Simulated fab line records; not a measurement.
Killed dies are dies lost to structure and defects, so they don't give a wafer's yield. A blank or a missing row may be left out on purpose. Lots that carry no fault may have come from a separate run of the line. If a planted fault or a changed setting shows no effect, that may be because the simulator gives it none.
Which tool is to blame? ; flow berkeleyCmos170 ; 13 lots, 39 wafers sampled, at 5 steps of a route of 331

WHAT THE GAUGES READ, wafer by wafer
UCB170_NWELL_THK_MEAS_05. Usual: NWELL_NITRIDE_THK gives 223.3 nm (standard deviation 2).
lot;measured;on;NWELL_NITRIDE_THK (nm);flag
L757;day 2 00:18;filmMetro-01;224.3 224.4 224.8;
L759;day 2 15:36;filmMetro-01;224.0 225.0 226.7;
L760;day 2 21:20;filmMetro-02;226.2 224.9 224.8;
L761;day 2 23:18;filmMetro-03;221.9 221.2 221.8;
L762;day 3 04:19;filmMetro-02;222.3 221.5 221.9;
L763;day 3 11:08;filmMetro-02;222.0 223.3 224.7;
L764;day 3 14:55;filmMetro-01;220.9 220.2 220.3;
L766;day 4 03:08;filmMetro-02;225.5 225.6 225.7;
L769;day 4 17:10;filmMetro-02;221.7 222.8 224.5;
L775;day 6 00:49;filmMetro-03;226.8 222.9 224.8;
L774;day 6 00:50;filmMetro-01;226.5 225.4 227.2;
L777;day 6 08:40;filmMetro-02;221.9 222.4 222.4;
L780;day 7 02:05;filmMetro-03;220.5 223.4 221.9;

UCB170_PFIELD_OVL_MEAS_06. Usual: PFIELD_OVL gives -2 nm (standard deviation 5.9).
lot;measured;on;PFIELD_OVL (nm);flag
L757;day 4 03:10;overlay-02;3 3 0;
L759;day 4 17:57;overlay-02;-4 -9 -10;
L760;day 5 01:46;overlay-01;3 5 5;
L761;day 5 02:09;overlay-01;7 5 5;
L762;day 5 08:59;overlay-02;-7 -2 -8;
L763;day 5 21:47;overlay-01;6 2 2;
L764;day 6 01:34;overlay-01;-2 -1 -2;
L766;day 6 10:53;overlay-02;2 3 13;
L769;day 6 21:51;overlay-02;-5 -1 -4;
L775;day 8 03:28;overlay-01;-1 -13 -3;
L774;day 8 03:43;overlay-01;5 8 6;
L777;day 8 17:20;overlay-01;-4 -9 -5;
L780;day 8 21:42;overlay-02;-10 -10 0;

UCB170_GATE_OVL_MEAS_13. Usual: GATE_OVL gives 2 nm (standard deviation 4.8).
lot;measured;on;GATE_OVL (nm);flag
L757;day 6 10:04;overlay-02;9 14 12;
L759;day 6 20:38;overlay-01;3 1 1;
L760;day 7 07:23;overlay-02;-5 2 -6;
L761;day 7 07:07;overlay-01;7 5 1;
L762;day 7 13:52;overlay-02;2 4 3;
L763;day 8 01:13;overlay-02;4 -1 -1;
L764;day 8 00:59;overlay-01;-5 -2 -4;
L766;day 8 05:19;overlay-01;1 2 2;
L769;day 8 19:55;overlay-01;2 0 4;
L775;day 9 17:48;overlay-02;-4 -5 -3;
L774;day 9 18:32;overlay-02;3 -3 1;
L777;day 10 13:55;overlay-01;8 7 4;
L780;day 10 13:38;overlay-01;8 4 4;

TOOL THAT RAN EACH LOT (tool first, then ch and the chambers of the sampled wafers, then the start)
lot;UCB170_ACTIVE_ETCH_15;UCB170_ACTIVE_STRIP_16
L757;rieDiel-03 ch 0,1,3, day 4 01:43;plasmaAsher-02 ch 0,1, day 4 01:49
L759;rieDiel-03 ch 0,1, day 4 16:18;plasmaAsher-04 ch 0,1, day 4 16:24
L760;rieDiel-03 ch 0,1,2, day 4 23:46;plasmaAsher-04 ch 0, day 4 23:52
L761;rieDiel-04 ch 0,1, day 5 00:07;plasmaAsher-03 ch 0,1, day 5 00:15
L762;rieDiel-01 ch 0,2,3, day 5 06:26;plasmaAsher-03 ch 0,1, day 5 06:32
L763;rieDiel-01 ch 0,1,3, day 5 19:26;plasmaAsher-04 ch 0,1, day 5 19:32
L764;rieDiel-01 ch 0,3, day 6 00:07;plasmaAsher-03 ch 0,1, day 6 00:13
L766;rieDiel-03 ch 1,2,3, day 6 08:59;plasmaAsher-02 ch 0,1, day 6 09:05
L769;rieDiel-03 ch 1,2,3, day 6 20:16;plasmaAsher-03 ch 0,1, day 6 20:22
L775;rieDiel-04 ch 0,1,3, day 8 00:50;plasmaAsher-04 ch 1, day 8 00:56
L774;rieDiel-03 ch 0,2, day 8 00:34;plasmaAsher-03 ch 0,1, day 8 00:40
L777;rieDiel-04 ch 0,1,3, day 8 15:04;plasmaAsher-04 ch 0,1, day 8 15:10
L780;rieDiel-01 ch 0,1,3, day 8 19:36;plasmaAsher-02 ch 0,1, day 8 19:42
- UCB170_ACTIVE_ETCH_15: etches Si3N4 in CH3F/Ar/O2, stops on SiO2, target depth 242 nm, time 151 s.
- UCB170_ACTIVE_STRIP_16: strips in O2.

WHAT THE TOOLS THEMSELVES READ (means of the sampled wafers that have a number; where no wafer has one, the mark that the record gives instead)
UCB170_ACTIVE_ETCH_15. Usual: drypumpMotorCurrentA 5.9 A, standard deviation 0.32; oesProductAu 0.944 a.u., standard deviation 0.012; throttleValvePct 8.02 %, standard deviation 0.15.
lot;tool;drypumpMotorCurrentA (A);oesProductAu (a.u.);throttleValvePct (%);flag
L757;rieDiel-03;6.0;0.942;7.92;
L759;rieDiel-03;6.0;0.938;7.88;
L760;rieDiel-03;5.9;0.953;7.95;
L761;rieDiel-04;5.7;0.938;8.08;
L762;rieDiel-01;5.7;0.939;8.13;
L763;rieDiel-01;5.6;0.947;8.19;
L764;rieDiel-01;5.5;0.954;8.26;
L766;rieDiel-03;6.1;0.942;7.97;
L769;rieDiel-03;6.1;0.945;7.96;
L775;rieDiel-04;5.9;0.934;7.96;
L774;rieDiel-03;5.9;0.922;8.01;
L777;rieDiel-04;5.9;0.939;7.96;
L780;rieDiel-01;5.6;0.951;8.19;

UCB170_ACTIVE_STRIP_16. Usual: drypumpMotorCurrentA 5.7 A, standard deviation 0.37; oesProductAu 0.721 a.u., standard deviation 0.0048; stripTimeToEndpointS 17.98 s, standard deviation 0.085.
lot;tool;drypumpMotorCurrentA (A);oesProductAu (a.u.);stripTimeToEndpointS (s);flag
L757;plasmaAsher-02;6.0;0.719;17.98;
L759;plasmaAsher-04;5.3;0.716;17.89;
L760;plasmaAsher-04;5.3;0.719;17.94;
L761;plasmaAsher-03;6.1;0.721;18.05;
L762;plasmaAsher-03;6.2;0.720;17.95;
L763;plasmaAsher-04;5.3;0.724;17.87;
L764;plasmaAsher-03;6.1;0.723;18.04;
L766;plasmaAsher-02;5.9;0.720;17.97;
L769;plasmaAsher-03;6.1;0.719;18.00;
L775;plasmaAsher-04;5.4;0.719;18.04;
L774;plasmaAsher-03;6.1;0.726;17.77;
L777;plasmaAsher-04;5.3;0.721;17.87;
L780;plasmaAsher-02;6.0;0.719;17.98;

THE ANSWER, worked out from the rows above alone
Rule: a lot is off if the mean of its wafers that have a number lies more than 3 standard deviations from the usual mean. A lot without any number at a reading at which 4 lots or more have one is off too. The other lots that the step has rows for count as sound. Order of review: gauges by route order, followed by the tools' own readings, for which a lot's mean as printed above is used. At the first step where some lot is off, the reading lying furthest off is the one used; lots without a number count as furthest.
No lot is off at any reading shown: from this, nothing can be told.

WHAT THE SIMULATOR HAD PUT IN
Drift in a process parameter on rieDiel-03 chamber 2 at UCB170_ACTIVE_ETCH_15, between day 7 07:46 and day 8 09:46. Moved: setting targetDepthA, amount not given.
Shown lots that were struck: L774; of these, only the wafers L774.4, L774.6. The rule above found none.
